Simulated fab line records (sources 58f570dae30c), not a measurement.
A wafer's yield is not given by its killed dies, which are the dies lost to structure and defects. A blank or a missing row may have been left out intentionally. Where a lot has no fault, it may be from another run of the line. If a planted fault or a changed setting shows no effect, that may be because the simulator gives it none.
Which tool did it? || flow berkeleyCmos170 || 14 lots, 40 wafers sampled, at 2 steps of a route of 331

== WHAT THE GAUGES READ, wafer by wafer ==
UCB170_GATE_THK_MEAS_02. Usual: GATE_OXIDE_THK gives 6.51 nm (standard deviation 0.11).
{"lot": "L876", "measured": "day 6 06:43", "on": "filmMetro-03", "GATE_OXIDE_THK (nm)": "6.66 6.51 6.60", "flag": ""}
{"lot": "L877", "measured": "day 6 06:43", "on": "filmMetro-01", "GATE_OXIDE_THK (nm)": "6.62 6.50 6.48", "flag": ""}
{"lot": "L878", "measured": "day 6 21:16", "on": "filmMetro-04", "GATE_OXIDE_THK (nm)": "6.71 6.76 6.70", "flag": ""}
{"lot": "L879", "measured": "day 7 09:30", "on": "filmMetro-04", "GATE_OXIDE_THK (nm)": "6.53 6.47 6.56", "flag": ""}
{"lot": "L882", "measured": "day 7 09:31", "on": "filmMetro-01", "GATE_OXIDE_THK (nm)": "6.20 6.32 6.24", "flag": ""}
{"lot": "L881", "measured": "day 7 09:31", "on": "filmMetro-03", "GATE_OXIDE_THK (nm)": "6.51 6.45 6.49", "flag": ""}
{"lot": "L880", "measured": "day 7 09:34", "on": "filmMetro-03", "GATE_OXIDE_THK (nm)": "6.48 6.46 6.50", "flag": ""}
{"lot": "L883", "measured": "day 7 17:53", "on": "filmMetro-04", "GATE_OXIDE_THK (nm)": "6.52 6.48 6.42", "flag": ""}
{"lot": "L885", "measured": "day 8 07:11", "on": "filmMetro-01", "GATE_OXIDE_THK (nm)": "6.45 6.34 6.35", "flag": ""}
{"lot": "L890", "measured": "day 9 01:30", "on": "filmMetro-01", "GATE_OXIDE_THK (nm)": 6.40, "flag": ""}
{"lot": "L891", "measured": "day 9 05:36", "on": "filmMetro-03", "GATE_OXIDE_THK (nm)": "6.54 6.49 6.67", "flag": ""}
{"lot": "L894", "measured": "day 9 22:08", "on": "filmMetro-03", "GATE_OXIDE_THK (nm)": "6.38 6.41 6.44", "flag": ""}
{"lot": "L897", "measured": "day 10 10:47", "on": "filmMetro-01", "GATE_OXIDE_THK (nm)": "6.48 6.48 6.46", "flag": ""}
{"lot": "L898", "measured": "day 10 17:01", "on": "filmMetro-01", "GATE_OXIDE_THK (nm)": "6.64 6.58 6.68", "flag": ""}

UCB170_PLDD_OVL_MEAS_07. Usual: PLDD_OVL gives 2 nm (standard deviation 4.4).
{"lot": "L876", "measured": "day 6 18:55", "on": "overlay-02", "PLDD_OVL (nm)": "9 -5 8", "flag": ""}
{"lot": "L877", "measured": "day 6 19:24", "on": "overlay-02", "PLDD_OVL (nm)": "5 5 -1", "flag": ""}
{"lot": "L878", "measured": "day 7 05:37", "on": "overlay-02", "PLDD_OVL (nm)": "10 7 10", "flag": ""}
{"lot": "L879", "measured": "day 7 19:08", "on": "overlay-01", "PLDD_OVL (nm)": "1 2 -1", "flag": ""}
{"lot": "L882", "measured": "day 7 19:24", "on": "overlay-01", "PLDD_OVL (nm)": "-4 4 -4", "flag": ""}
{"lot": "L881", "measured": "day 7 19:55", "on": "overlay-01", "PLDD_OVL (nm)": "5 -2 1", "flag": ""}
{"lot": "L880", "measured": "day 7 19:31", "on": "overlay-02", "PLDD_OVL (nm)": "3 5 5", "flag": ""}
{"lot": "L883", "measured": "day 8 03:48", "on": "overlay-02", "PLDD_OVL (nm)": "1 2 4", "flag": ""}
{"lot": "L885", "measured": "day 8 18:06", "on": "overlay-01", "PLDD_OVL (nm)": "14 8 8", "flag": ""}
{"lot": "L890", "measured": "day 9 09:04", "on": "overlay-02", "PLDD_OVL (nm)": 9, "flag": ""}
{"lot": "L891", "measured": "day 9 18:26", "on": "overlay-01", "PLDD_OVL (nm)": "2 1 3", "flag": ""}
{"lot": "L894", "measured": "day 10 07:53", "on": "overlay-01", "PLDD_OVL (nm)": "-6 2 0", "flag": ""}
{"lot": "L897", "measured": "day 10 21:09", "on": "overlay-02", "PLDD_OVL (nm)": "8 10 5", "flag": ""}
{"lot": "L898", "measured": "day 10 23:53", "on": "overlay-01", "PLDD_OVL (nm)": "5 1 2", "flag": ""}

== WHAT TOOL EACH LOT RAN ON (gives the tool, then ch and the chambers of the sampled wafers, and finally the start) ==
The record shows no process step preceding these readings.

== WHAT THE TOOLS THEMSELVES READ (means of the sampled wafers that have a number; where no wafer has one, the mark that the record gives instead) ==
The record holds no such reading with a usual standard deviation.

== THE ANSWER, worked out from the rows above alone ==
Rule: lot off if the mean of its wafers having a number is beyond 3 standard deviations from the usual mean. A lot without any number at a reading at which 4 lots or more have one is off too. Any other lot the step has rows for is counted as sound. First the gauges in route order, then the tools' own readings, where a lot's mean is used as printed above. At the first step where some lot is off, the reading lying furthest off is the one used; lots without a number count as furthest.
Nothing can be told from this: no lot is off at any reading shown.

== WHAT WAS PUT IN BY THE SIMULATOR ==
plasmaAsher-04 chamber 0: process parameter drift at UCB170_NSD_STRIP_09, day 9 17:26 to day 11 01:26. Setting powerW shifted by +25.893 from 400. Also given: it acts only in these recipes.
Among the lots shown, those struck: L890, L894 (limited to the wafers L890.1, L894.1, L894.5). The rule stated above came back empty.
